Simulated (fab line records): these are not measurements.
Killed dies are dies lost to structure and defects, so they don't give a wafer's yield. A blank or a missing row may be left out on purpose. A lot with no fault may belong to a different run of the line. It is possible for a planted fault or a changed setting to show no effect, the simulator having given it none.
fab line records	flow rit_cmos
record lots=6	wafers=18	last_day=7
route steps=202 shown SPACER@128 NSD@131 PSD@142 SDANNEAL@153 PLDD@159 NLDD@160 SILICIDE@161 CONTACT@168 M1@202
lots that met no fault: taken from a fault-free run of the same line
start_h: hours from the record's opening day to when the first of the lot's shown wafers began	wait_h: hours elapsed since this lot's preceding step	" as in the row above	L1.1+2: a row that stands for several wafers	- no value, or no start was given	* or withheld: withheld	< > ~ a bound
route shown NAME@n: a module of which the file shows steps, and the number in the route of the first	usual: the fault-free wafers' mean and standard deviation	same: alike in all rows	chamber/n: place in a boat	sites: the reading at each site	_std_site: the values' standard deviation	_edge_site: the outer-site mean with the inner-site mean subtracted	radius_mm: how far each site lies from the wafer's centre	mask NAME#n: copy n	behind: tool/chamber where the wafer was last shaped	hold: what put the lot on hold/how long, in hours/how the hold closed	device: whichever transistor did not switch (one of n, p or np)	end of line: tests of these same wafers at the route's end	where a step has no rows: the recipe by itself	killed: count of dies lost to structure and defects at first sort (not the wafer's yield)	map: dies across one wafer; x = killed, . = not, _ = none there
set.NAME: the setting the step ran with; set.NAME@STEP: the setting that earlier step ran with	model.NAME: the simulator's own value behind a step, which no gauge read
a table for each step, a row for each wafer; lots at some steps of the route
services: when a tool's chamber went out of use (start_h, in hours from the record's first day, below 0 if earlier), for how many hours, and the reason
## steps
# step RIT_SPACER_CVD_03
# recipe material=Si3N4	target_thk_nm=250	temp_c=810	precursor=SiH2Cl2/NH3	time_s=3300	pressure_mtorr=289.8	sih2cl2_flow_sccm=60	nh3_flow_sccm=150
# step RIT_SPACER_THK_MEAS_04
# recipe reads=Si3N4_of_SPACER_CVD_03
# usual SPACER_NITRIDE_THK=245.4/2.1
lot.wafer	tool	chamber	start_h	wait_h	SPACER_NITRIDE_THK[nm]
L725.2	film_metro-03	-	52.29	0.0	246.3
L725.5	"	-	"	"	246.5
L725.6	"	-	"	"	246.7
L727.1	film_metro-03	-	65.11	0.0	244.2
L727.2	"	-	"	"	244.3
L727.6	"	-	"	"	244.7
L739.2	film_metro-03	-	121.32	0.0	245.5
L739.3	"	-	"	"	246.9
L739.4	"	-	"	"	244.5
L740.1	film_metro-02	-	126.59	0.0	246.2
L740.2	"	-	"	"	246.1
L740.6	"	-	"	"	246.4
L742.1	film_metro-03	-	138.36	0.0	247.2
L742.3	"	-	"	"	248.7
L742.5	"	-	"	"	246.3
L744.2	film_metro-02	-	151.49	0.0	239.7
L744.3	"	-	"	"	241.3
L744.4	"	-	"	"	240.1
# step RIT_SPACER_ETCHBACK_05
# recipe target_depth_a=2500	SF6_flow_sccm=30	CHF3_flow_sccm=30	target=Si3N4	chemistry=SF6/CHF3	pressure_mtorr=40	rf_w=250	time_s=240	stop_on=SiO2
# usual CHF3_flow_sccm=29.99/0.1	drypump_motor_current_A=5.5/0.48	oes_product_au=0.833/0.016	throttle_valve_pct=10.21/0.15
lot.wafer	tool	chamber	start_h	wait_h	CHF3_flow_sccm	drypump_motor_current_A	oes_product_au	rf_hours_counter_h	throttle_valve_pct
L725.2	rie_diel-03	3	52.34	0.0	30.11	6.0	0.844	111	10.15
L725.5	"	0	"	"	30.15	5.7	0.842	-	10.08
L725.6	"	3	"	"	30.13	6.0	0.846	-	10.15
L727.1	rie_diel-01	3	65.17	0.1	29.97	4.9	0.822	165	10.33
L727.2	"	2	"	"	29.93	5.3	0.827	112	10.24
L727.6	"	1	"	"	29.93	5.3	0.835	-	10.19
L739.2	rie_diel-01	1	121.37	0.0	30.03	5.3	0.839	73	10.19
L739.3	"	3	"	"	29.96	4.9	0.832	0	10.32
L739.4	"	0	"	"	30.10	5.7	0.803	110	10.07
L740.1	rie_diel-01	0	126.65	0.1	30.20	5.7	0.810	110	10.07
L740.2	"	2	"	"	30.16	5.2	0.831	114	10.27
L740.6	"	2	"	"	30.04	5.2	0.829	-	10.24
L742.1	rie_diel-03	3	138.42	0.1	30.04	6.0	0.844	112	10.16
L742.3	"	0	"	"	29.84	5.7	0.847	122	10.07
L742.5	"	2	"	"	30.10	6.1	0.826	-	10.37
L744.2	rie_diel-01	3	151.54	0.0	30.12	4.9	0.810	1	10.31
L744.3	"	0	"	"	30.20	5.8	0.794	110	10.08
L744.4	"	2	"	"	30.05	5.3	0.812	114	10.26
# step RIT_NSD_HMDS_00
# recipe prime_time_s=60	prime_temp_c=140
# step RIT_NSD_COAT_01
# recipe resist=NOVOLAK	spin_rpm=3250	resist_thk_nm=1000
# step RIT_NSD_SOFTBAKE_02
# recipe resist=NOVOLAK	temp_c=90	time_s=60
# step RIT_NSD_EXPOSE_03
# recipe mask_id=M9	na=0.57	target_cd_nm=40700	dose_mj=250
# step RIT_NSD_PEB_04
# recipe resist=NOVOLAK	temp_c=withheld	time_s=withheld
# step RIT_NSD_DEVELOP_05
# recipe resist=NOVOLAK	develop_time_s=50	dev_temp_c=23
# step RIT_NSD_OVL_MEAS_06
# usual NSD_OVL=-0.2/1.3
lot.wafer	tool	chamber	start_h	wait_h	NSD_OVL[nm]
L725.2	overlay-02	-	53.47	-	-3.1
L725.5	"	-	"	"	-1.2
L725.6	"	-	"	"	-0.9
L727.1	overlay-02	-	66.29	-	2.3
L727.2	"	-	"	"	2.1
L727.6	"	-	"	"	2.5
L739.2	overlay-01	-	122.44	-	0.8
L739.3	"	-	"	"	0.7
L739.4	"	-	"	"	0.9
L740.1	overlay-02	-	127.65	-	-0.5
L740.2	"	-	"	"	-0.9
L740.6	"	-	"	"	-2.0
L742.1	overlay-01	-	139.42	-	-1.1
L742.3	"	-	"	"	2.4
L742.5	"	-	"	"	0.3
L744.2	overlay-01	-	152.67	-	1.0
L744.3	"	-	"	"	0.0
L744.4	"	-	"	"	0.7
# step RIT_NSD_HARDBAKE_07
# recipe resist=NOVOLAK	temp_c=140	time_s=60
# step RIT_NSD_IMPLANT_08
# recipe species=P	energy_kev=25	dose_cm2=1e+15	tilt_deg=7
# step RIT_NSD_STRIP_09
# recipe chemistry=O2	time_s=180	resist=NOVOLAK	platen_temp_c=withheld	power_w=500	pressure_mtorr=4000	o2_flow_sccm=4000
# usual drypump_motor_current_A=5.7/0.3	o2_flow_sccm=4000/12
lot.wafer	tool	chamber	start_h	wait_h	drypump_motor_current_A	o2_flow_sccm	rf_hours_counter_h
L725.2	plasma_asher-02	1	53.80	0.1	6.0	4014	40
L725.5	"	0	"	"	5.9	4008	-
L725.6	"	1	"	"	6.0	3999	-
L727.1	plasma_asher-04	1	66.63	0.1	5.5	3985	23
L727.2	"	0	"	"	5.5	3987	23
L727.6	"	1	"	"	5.5	4004	-
L739.2	plasma_asher-04	0	122.77	0.1	5.5	3988	28
L739.3	"	1	"	"	5.5	4003	-
L739.4	"	0	"	"	5.5	3980	-
L740.1	plasma_asher-04	0	127.98	0.1	5.5	3977	29
L740.2	"	1	"	"	5.5	3989	29
L740.6	"	0	"	"	5.6	3989	-
L742.1	plasma_asher-02	1	139.75	0.1	6.0	4001	2
L742.3	"	1	"	"	6.0	4011	-
L742.5	"	1	"	"	6.0	4012	-
L744.2	plasma_asher-03	0	153.00	0.1	5.0	4006	54
L744.3	"	1	"	"	5.9	3988	-
L744.4	"	0	"	"	5.0	3995	-
# step RIT_NSD_TW_MEAS_10
# usual NSD_TW=3127/21
lot.wafer	tool	chamber	start_h	wait_h	NSD_TW
L725.2	film_metro-04	-	53.98	0.1	3122
L725.5	"	-	"	"	3137
L725.6	"	-	"	"	3126
L727.1	film_metro-04	-	66.80	0.1	3156
L727.2	"	-	"	"	3145
L727.6	"	-	"	"	3133
L739.2	film_metro-03	-	122.95	0.1	3145
L739.3	"	-	"	"	3160
L739.4	"	-	"	"	3148
L740.1	film_metro-03	-	128.16	0.1	3148
L740.2	"	-	"	"	3137
L740.6	"	-	"	"	3144
L742.1	film_metro-02	-	139.93	0.1	3097
L742.3	"	-	"	"	3095
L742.5	"	-	"	"	3103
L744.2	film_metro-03	-	153.19	0.1	3129
L744.3	"	-	"	"	3151
L744.4	"	-	"	"	3137
# step RIT_PSD_HMDS_00
# recipe prime_time_s=60	prime_temp_c=140
# step RIT_PSD_COAT_01
# recipe resist=NOVOLAK	spin_rpm=3250	resist_thk_nm=1000
# step RIT_PSD_SOFTBAKE_02
# recipe resist=NOVOLAK	temp_c=90	time_s=60
# step RIT_PSD_EXPOSE_03
# recipe mask_id=M10	na=0.57	target_cd_nm=40900	dose_mj=250
# step RIT_PSD_PEB_04
# recipe resist=NOVOLAK	temp_c=withheld	time_s=withheld
# step RIT_PSD_DEVELOP_05
# recipe resist=NOVOLAK	develop_time_s=50	dev_temp_c=23
# step RIT_PSD_OVL_MEAS_06
# usual PSD_OVL=0.5/1.5
lot.wafer	tool	chamber	start_h	wait_h	PSD_OVL[nm]
L725.2	overlay-02	-	55.06	-	2.6
L725.5	"	-	"	"	1.7
L725.6	"	-	"	"	2.5
L727.1	overlay-02	-	67.71	-	-0.5
L727.2	"	-	"	"	0.4
L727.6	"	-	"	"	0.3
L739.2	overlay-01	-	123.91	-	2.4
L739.3	"	-	"	"	3.3
L739.4	"	-	"	"	3.4
L740.1	overlay-02	-	129.19	-	2.8
L740.2	"	-	"	"	2.8
L740.6	"	-	"	"	2.6
L742.1	overlay-01	-	141.02	-	1.4
L742.3	"	-	"	"	0.8
L742.5	"	-	"	"	1.8
L744.2	overlay-02	-	154.09	-	0.2
L744.3	"	-	"	"	1.3
L744.4	"	-	"	"	0.2
# step RIT_PSD_HARDBAKE_07
# recipe resist=NOVOLAK	temp_c=140	time_s=60
# step RIT_PSD_IMPLANT_08
# recipe species=BF2	energy_kev=27	dose_cm2=4.93e+15	tilt_deg=7
# step RIT_PSD_STRIP_09
# recipe chemistry=O2	time_s=180	resist=NOVOLAK	platen_temp_c=withheld	power_w=500	pressure_mtorr=4000	o2_flow_sccm=4000
# step RIT_PSD_TW_MEAS_10
# usual PSD_TW=3437/24
lot.wafer	tool	chamber	start_h	wait_h	PSD_TW
L725.2	film_metro-04	-	55.57	0.1	3460
L725.5	"	-	"	"	3450
L725.6	"	-	"	"	3450
L727.1	film_metro-03	-	68.22	0.1	3426
L727.2	"	-	"	"	3453
L727.6	"	-	"	"	3461
L739.2	film_metro-03	-	124.42	0.1	3453
L739.3	"	-	"	"	3468
L739.4	"	-	"	"	3446
L740.1	film_metro-02	-	129.70	0.1	3409
L740.2	"	-	"	"	3398
L740.6	"	-	"	"	3407
L742.1	film_metro-03	-	141.55	0.1	3457
L742.3	"	-	"	"	3453
L742.5	"	-	"	"	3458
L744.2	film_metro-03	-	154.63	0.2	3446
L744.3	"	-	"	"	3436
L744.4	"	-	"	"	3433
# step RIT_SDANNEAL_CLEAN_00
# recipe chemistry=SC1	mix=3:3:50	time_s=600	temp_c=75
# step RIT_SDANNEAL_CLEAN_01
# recipe chemistry=dHF	dilution=50:1	time_s=29.45
# step RIT_SDANNEAL_CLEAN_02
# recipe chemistry=SC2	mix=3:3:50	time_s=600	temp_c=75	dry=n2_spin
# step RIT_SDANNEAL_RTA_03
# recipe temp_c=1050	time_s=5	idle_temp_c=600	ramp_up_c_per_s=342	ramp_down_c_per_s=171	cool_to_c=600	ambient=N2
# step RIT_SDANNEAL_RS_MEAS_04
# recipe thk_meas_gauge=four-point-probe
# usual PSD_RS=116.1/0.3
lot.wafer	tool	chamber	start_h	wait_h	PSD_RS[ohm/sq]
L725.2	film_metro-03	-	56.10	0.1	116.5
L725.5	"	-	"	"	116.4
L725.6	"	-	"	"	116.3
L727.1	film_metro-02	-	68.72	0.0	116.0
L727.2	"	-	"	"	115.6
L727.6	"	-	"	"	115.9
L739.2	film_metro-02	-	124.99	0.1	116.0
L739.3	"	-	"	"	116.1
L739.4	"	-	"	"	116.6
L740.1	film_metro-04	-	130.26	0.0	115.8
L740.2	"	-	"	"	116.1
L740.6	"	-	"	"	116.1
L742.1	film_metro-04	-	142.07	0.0	115.8
L742.3	"	-	"	"	115.7
L742.5	"	-	"	"	115.8
L744.2	film_metro-03	-	155.35	0.1	116.3
L744.3	"	-	"	"	116.3
L744.4	"	-	"	"	116.6
# step RIT_SDANNEAL_RS_MEAS_05
# recipe thk_meas_gauge=four-point-probe
# usual NSD_RS=84.5/0.33
lot.wafer	tool	chamber	start_h	wait_h	NSD_RS[ohm/sq]
L725.2	film_metro-03	-	56.22	0.1	84.7
L725.5	"	-	"	"	84.8
L725.6	"	-	"	"	85.1
L727.1	film_metro-02	-	68.84	0.1	84.5
L727.2	"	-	"	"	84.6
L727.6	"	-	"	"	84.6
L739.2	film_metro-02	-	125.11	0.1	84.5
L739.3	"	-	"	"	84.2
L739.4	"	-	"	"	84.4
L740.1	film_metro-04	-	130.38	0.1	84.3
L740.2	"	-	"	"	84.4
L740.6	"	-	"	"	84.6
L742.1	film_metro-04	-	142.19	0.1	84.6
L742.3	"	-	"	"	84.3
L742.5	"	-	"	"	84.6
L744.2	film_metro-03	-	155.47	0.1	84.8
L744.3	"	-	"	"	84.6
L744.4	"	-	"	"	84.8
# step RIT_SDANNEAL_RS_MEAS_06
# recipe thk_meas_gauge=four-point-probe
# usual PLDD_RS=178.7/0.54
lot.wafer	tool	chamber	start_h	wait_h	PLDD_RS[ohm/sq]
L725.2	film_metro-03	-	56.34	0.1	178.7
L725.5	"	-	"	"	179.1
L725.6	"	-	"	"	179.3
L727.1	film_metro-02	-	68.96	0.1	179.0
L727.2	"	-	"	"	178.5
L727.6	"	-	"	"	178.5
L739.2	film_metro-02	-	125.23	0.1	178.4
L739.3	"	-	"	"	178.6
L739.4	"	-	"	"	178.9
L740.1	film_metro-04	-	130.50	0.1	177.7
L740.2	"	-	"	"	178.3
L740.6	"	-	"	"	178.4
L742.1	film_metro-04	-	142.31	0.1	178.2
L742.3	"	-	"	"	178.6
L742.5	"	-	"	"	177.7
L744.2	film_metro-03	-	155.59	0.1	179.6
L744.3	"	-	"	"	179.8
L744.4	"	-	"	"	179.0
# step RIT_SDANNEAL_RS_MEAS_07
# recipe thk_meas_gauge=four-point-probe
# usual NLDD_RS=151.6/0.58
lot.wafer	tool	chamber	start_h	wait_h	NLDD_RS[ohm/sq]
L725.2	film_metro-03	-	56.46	0.1	151.8
L725.5	"	-	"	"	151.9
L725.6	"	-	"	"	151.8
L727.1	film_metro-02	-	69.08	0.1	150.7
L727.2	"	-	"	"	151.1
L727.6	"	-	"	"	151.3
L739.2	film_metro-02	-	125.35	0.1	150.7
L739.3	"	-	"	"	151.3
L739.4	"	-	"	"	151.1
L740.1	film_metro-04	-	130.62	0.1	150.5
L740.2	"	-	"	"	150.7
L740.6	"	-	"	"	150.6
L742.1	film_metro-04	-	142.43	0.1	150.8
L742.3	"	-	"	"	150.7
L742.5	"	-	"	"	151.3
L744.2	film_metro-03	-	155.71	0.1	152.6
L744.3	"	-	"	"	152.2
L744.4	"	-	"	"	152.2
# step RIT_SILICIDE_WET_ETCH_00
# recipe chemistry=BOE	target=SiO2	target_depth_nm=14	time_s=15	dry=n2_spin	dilution=10:1	temp_c=21.5
# step RIT_SILICIDE_SPUTTER_01
# recipe material=Ti	target_thk_nm=30	power_w=350	chamber_pressure_pa=0.667	gas=Ar	time_s=240	substrate_temp_c=25
# usual throttle_valve_pct=29.9/0.91
lot.wafer	tool	chamber	start_h	wait_h	throttle_valve_pct
L725.2	pvd_sputter-03	-	56.57	0.0	30.8
L725.5	"	-	"	"	30.7
L725.6	"	-	"	"	30.1
L727.1	pvd_sputter-03	-	69.22	0.0	29.9
L727.2	"	-	"	"	29.0
L727.6	"	-	"	"	30.1
L739.2	pvd_sputter-03	-	125.46	0.0	30.6
L739.3	"	-	"	"	28.7
L739.4	"	-	"	"	29.8
L740.1	pvd_sputter-04	-	130.75	0.0	31.9
L740.2	"	-	"	"	28.8
L740.6	"	-	"	"	30.3
L742.1	pvd_sputter-04	-	142.56	0.0	29.2
L742.3	"	-	"	"	30.5
L742.5	"	-	"	"	28.8
L744.2	pvd_sputter-04	-	155.82	0.0	29.2
L744.3	"	-	"	"	31.5
L744.4	"	-	"	"	30.3
# step RIT_SILICIDE_RS_MEAS_02
# recipe thk_meas_gauge=four-point-probe	reads=Ti_of_SILICIDE_SPUTTER_01
# usual SILICIDE_TI_RS=47.8/0.75
lot.wafer	tool	chamber	start_h	wait_h	SILICIDE_TI_RS[ohm/sq]
L725.2	film_metro-01	-	56.74	0.1	46.8
L725.5	"	-	"	"	46.6
L725.6	"	-	"	"	47.2
L727.1	film_metro-04	-	69.37	0.1	48.4
L727.2	"	-	"	"	47.5
L727.6	"	-	"	"	48.1
L739.2	film_metro-03	-	125.63	0.1	47.6
L739.3	"	-	"	"	47.8
L739.4	"	-	"	"	48.2
L740.1	film_metro-03	-	130.90	0.1	50.3
L740.2	"	-	"	"	49.0
L740.6	"	-	"	"	49.4
L742.1	film_metro-01	-	142.71	0.1	47.5
L742.3	"	-	"	"	48.1
L742.5	"	-	"	"	47.2
L744.2	film_metro-01	-	155.99	0.1	47.5
L744.3	"	-	"	"	48.1
L744.4	"	-	"	"	48.0
# step RIT_SILICIDE_THK_MEAS_03
# recipe thk_meas_gauge=xrf	reads=Ti_of_SILICIDE_SPUTTER_01
# usual SILICIDE_TI_THK=29.6/0.43
lot.wafer	tool	chamber	start_h	wait_h	SILICIDE_TI_THK[nm]
L725.2	film_metro-01	-	56.85	0.1	30.5
L725.5	"	-	"	"	30.6
L725.6	"	-	"	"	30.3
L727.1	film_metro-04	-	69.49	0.1	29.3
L727.2	"	-	"	"	29.7
L727.6	"	-	"	"	29.5
L739.2	film_metro-03	-	125.74	0.1	29.6
L739.3	"	-	"	"	29.4
L739.4	"	-	"	"	29.2
L740.1	film_metro-03	-	131.02	0.1	28.4
L740.2	"	-	"	"	29.0
L740.6	"	-	"	"	28.8
L742.1	film_metro-01	-	142.83	0.1	29.7
L742.3	"	-	"	"	29.5
L742.5	"	-	"	"	29.9
L744.2	film_metro-01	-	156.10	0.1	29.7
L744.3	"	-	"	"	29.4
L744.4	"	-	"	"	29.4
# step RIT_SILICIDE_RTA_04
# recipe temp_c=650	time_s=10	idle_temp_c=25	ramp_up_s=5	ramp_down_s=5	cool_to_c=25	ambient=N2
# usual wafer_temp_C_max=654.9/1.1
lot.wafer	tool	chamber	start_h	wait_h	wafer_temp_C_max
L725.2	rtp_anneal-01	0	56.92	0.1	654.9
L725.5	"	0	"	"	654.2
L725.6	"	0	"	"	654.6
L727.1	rtp_anneal-01	0	69.55	0.1	656.6
L727.2	"	0	"	"	655.0
L727.6	"	0	"	"	654.9
L739.2	rtp_anneal-01	0	125.80	0.1	655.0
L739.3	"	0	"	"	654.0
L739.4	"	0	"	"	653.2
L740.1	rtp_anneal-02	0	131.08	0.1	654.4
L740.2	"	0	"	"	654.6
L740.6	"	0	"	"	654.3
L742.1	rtp_anneal-02	0	142.89	0.1	654.1
L742.3	"	0	"	"	653.0
L742.5	"	0	"	"	654.7
L744.2	rtp_anneal-02	0	156.16	0.1	654.9
L744.3	"	0	"	"	655.6
L744.4	"	0	"	"	654.8
# step RIT_SILICIDE_WET_ETCH_05
# recipe chemistry=SPM	target=Ti	temp_c=90	time_s=120	dry=n2_spin
# step RIT_SILICIDE_RTA_06
# recipe temp_c=750	time_s=10	idle_temp_c=25	ramp_up_s=5	ramp_down_s=10	cool_to_c=25	ambient=N2
# usual wafer_temp_C_max=755.3/1
lot.wafer	tool	chamber	start_h	wait_h	wafer_temp_C_max
L725.2	rtp_anneal-02	0	57.09	0.0	755.8
L725.5	"	0	"	"	754.5
L725.6	"	0	"	"	753.8
L727.1	rtp_anneal-02	0	69.76	0.0	754.9
L727.2	"	0	"	"	754.8
L727.6	"	0	"	"	755.2
L739.2	rtp_anneal-02	0	125.92	0.0	754.2
L739.3	"	0	"	"	753.5
L739.4	"	0	"	"	755.6
L740.1	rtp_anneal-01	0	131.19	0.0	756.6
L740.2	"	0	"	"	756.0
L740.6	"	0	"	"	754.6
L742.1	rtp_anneal-01	0	143.01	0.0	754.6
L742.3	"	0	"	"	754.9
L742.5	"	0	"	"	754.3
L744.2	rtp_anneal-01	0	156.27	0.0	756.3
L744.3	"	0	"	"	755.7
L744.4	"	0	"	"	755.2
# step RIT_CONTACT_CVD_00
# recipe material=SiO2	target_thk_nm=400	precursor=TEOS	temp_c=390	time_s=61	rf_w=400
# usual heater_power_w=334/48
lot.wafer	tool	chamber	start_h	wait_h	heater_power_w
L725.2	pecvd-02	2	57.14	0.0	322
L725.5	"	2	"	"	343
L725.6	"	0	"	"	361
L727.1	pecvd-02	2	69.83	0.1	398
L727.2	"	0	"	"	364
L727.6	"	1	"	"	279
L739.2	pecvd-01	0	125.97	0.0	334
L739.3	"	2	"	"	323
L739.4	"	0	"	"	348
L740.1	pecvd-02	1	131.26	0.1	296
L740.2	"	0	"	"	321
L740.6	"	2	"	"	377
L742.1	pecvd-01	1	143.07	0.1	290
L742.3	"	2	"	"	294
L742.5	"	2	"	"	300
L744.2	pecvd-03	2	156.33	0.0	288
L744.3	"	0	"	"	317
L744.4	"	2	"	"	306
# step RIT_CONTACT_THK_MEAS_01
# recipe reads=SiO2_of_CONTACT_CVD_00
# usual CONTACT_TEOS_THK=399/5
lot.wafer	tool	chamber	start_h	wait_h	CONTACT_TEOS_THK[nm]
L725.2	film_metro-01	-	57.23	0.1	395
L725.5	"	-	"	"	398
L725.6	"	-	"	"	393
L727.1	film_metro-01	-	69.88	0.0	394
L727.2	"	-	"	"	393
L727.6	"	-	"	"	402
L739.2	film_metro-02	-	126.03	0.0	396
L739.3	"	-	"	"	404
L739.4	"	-	"	"	407
L740.1	film_metro-01	-	131.31	0.0	392
L740.2	"	-	"	"	391
L740.6	"	-	"	"	401
L742.1	film_metro-02	-	143.12	0.0	399
L742.3	"	-	"	"	397
L742.5	"	-	"	"	406
L744.2	film_metro-02	-	156.39	0.0	391
L744.3	"	-	"	"	394
L744.4	"	-	"	"	398
# step RIT_M1_PROBE_99
# usual killed_at_front_end=6.6/2.9	killed_dies=6.6/3	killed_on_rim=1.7/1.4	killed_open=3.4/2	killed_short=3.2/2
# same gross_dies=264	killed_at_M0_to_M3=0	killed_at_M4_up=0	killed_at_back_side=0	killed_at_contacts=0	killed_at_other=0
lot.wafer	tool	chamber	start_h	wait_h	killed_at_front_end	killed_dies	killed_on_rim	killed_open	killed_short
L725.2	prober-02	-	63.62	0.1	6	6	2	3	3
L725.5	prober-02	-	63.77	0.2	4	4	0	2	2
L725.6	prober-02	-	63.82	0.2	7	7	1	4	3
L739.3	prober-01	-	132.92	0.2	29	29	10	4	1
L740.2	prober-02	-	137.75	0.1	23	23	8	0	0
L742.1	prober-02	-	149.66	0.1	5	5	2	5	0
L742.3	prober-02	-	149.76	0.2	8	8	1	6	2
L742.5	prober-02	-	149.86	0.2	3	3	2	2	1
L744.2	prober-02	-	163.04	0.1	6	6	0	4	2
L744.3	prober-02	-	163.09	0.2	8	8	3	5	3
L744.4	prober-02	-	163.14	0.2	4	4	1	1	3
# killed by level:class
L725.2 FOX1:geometric_particle:open=1 GATE:geometric_particle:short=1 SPACER:geometric_particle:open=1 SPACER:geometric_particle:short=1 SILICIDE:geometric_particle:open=1 SILICIDE:geometric_particle:short=1
L725.5 FOX1:geometric_particle:open=2 GATE:geometric_particle:short=2
L725.6 FOX1:geometric_particle:open=2 GATE:geometric_particle:short=2 FOX1:geometric_particle:short=1 FOX2:geometric_particle:open=1 SPACER:geometric_particle:open=1
L739.3 NSD:unspecified=24 GATE:geometric_particle:open=2 FOX1:geometric_particle:open=1 GATE:geometric_particle:short=1 REOX:geometric_particle:open=1
L740.2 NSD:unspecified=23
L742.1 GATE:geometric_particle:open=4 FOX2:geometric_particle:open=1
L742.3 GATE:geometric_particle:open=4 GATE:geometric_particle:short=2 FOX2:geometric_particle:open=1 SILICIDE:geometric_particle:open=1
L742.5 GATE:geometric_particle:short=1 SPACER:geometric_particle:open=1 SILICIDE:geometric_particle:open=1
L744.2 GATE:geometric_particle:short=2 GATE:geometric_particle:open=1 REOX:geometric_particle:open=1 SPACER:geometric_particle:open=1 SILICIDE:geometric_particle:open=1
L744.3 GATE:geometric_particle:open=3 REOX:geometric_particle:open=2 FOX1:geometric_particle:short=1 GATE:geometric_particle:short=1 REOX:geometric_particle:short=1
L744.4 GATE:geometric_particle:short=1 REOX:geometric_particle:short=1 SPACER:geometric_particle:open=1 SPACER:geometric_particle:short=1
# map L739.3 (x killed, . not)
________......._______
_____....x........____
____...............___
___.................__
__..................._
__..................._
_x.x..................
_.xxx.....x...........
_xxxxx...............x
_xxxxxx...............
__xxxx..............._
__xxxx..............._
___.x...............__
____...............___
_____............x____
________......._______
# map L740.2 (x killed, . not)
________......._______
_____.............____
____...............___
___.................__
__..................._
__..................._
_x...x................
_xxx..................
_xxxx.................
_xxxx.x...............
__xxxxx.............._
__xxxx..............._
___.................__
____...............___
_____.............____
________......._______
## services
tool	chamber	start_h	hours	kind
rie_diel-01	-	29.30	2.1	repair
plasma_asher-04	-	33.20	1.2	repair
rie_diel-01	-	37.07	14.6	pm
plasma_asher-02	-	43.47	2.2	repair
pvd_sputter-03	-	64.77	0.5	repair
pecvd-01	-	65.49	6.0	pm
plasma_asher-03	-	68.20	8.0	repair
plasma_asher-04	-	69.16	10.0	pm
rie_diel-01	3	76.00	-	clean
rie_diel-01	3	76.00	20.0	scheduled_down
rie_diel-01	3	76.00	20.0	vent_cycle
rie_diel-03	2	81.28	-	clean
rie_diel-01	1	91.97	6.0	repair
plasma_asher-04	-	95.39	2.0	repair
pecvd-02	-	99.31	2.8	pm
rie_diel-01	0	99.73	3.7	repair
rie_diel-01	-	108.20	0.7	repair
plasma_asher-02	-	108.75	9.0	pm
rie_diel-03	-	109.82	2.8	pm
rie_diel-01	1	123.27	3.6	repair
rie_diel-01	2	132.34	2.6	repair
plasma_asher-02	-	135.05	4.4	repair
rie_diel-03	3	141.57	7.8	repair
pecvd-03	2	142.83	11.6	repair
## key
first_sign step=RIT_M1_PROBE_99	reading=killed_at_front_end	direction=up	sigmas=6.6	usual=6.6	struck=26
effect step=RIT_M1_PROBE_99	reading=killed_dies	direction=up	sigmas=6.5	usual=6.6	struck=26
met_at RIT_NSD_STRIP_09
struck_wafers L739.3,L740.2
tester_left_out L739,L740
onset_between 66.63 122.77
fault kind=chamber_particle_source	tool=plasma_asher-04	chamber=1	onset_h=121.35	steps=RIT_NSD_STRIP_09	rate_per_visit_cm2=0.87841	end_h=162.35
# tester_left_out: of these lots the tester's yield and bins aren't shown, on N5 and GAA mostly nor the transistor test; their killed dies are dies lost to structure and defects alone, not to doping, threshold or leakage, so they don't give the yield
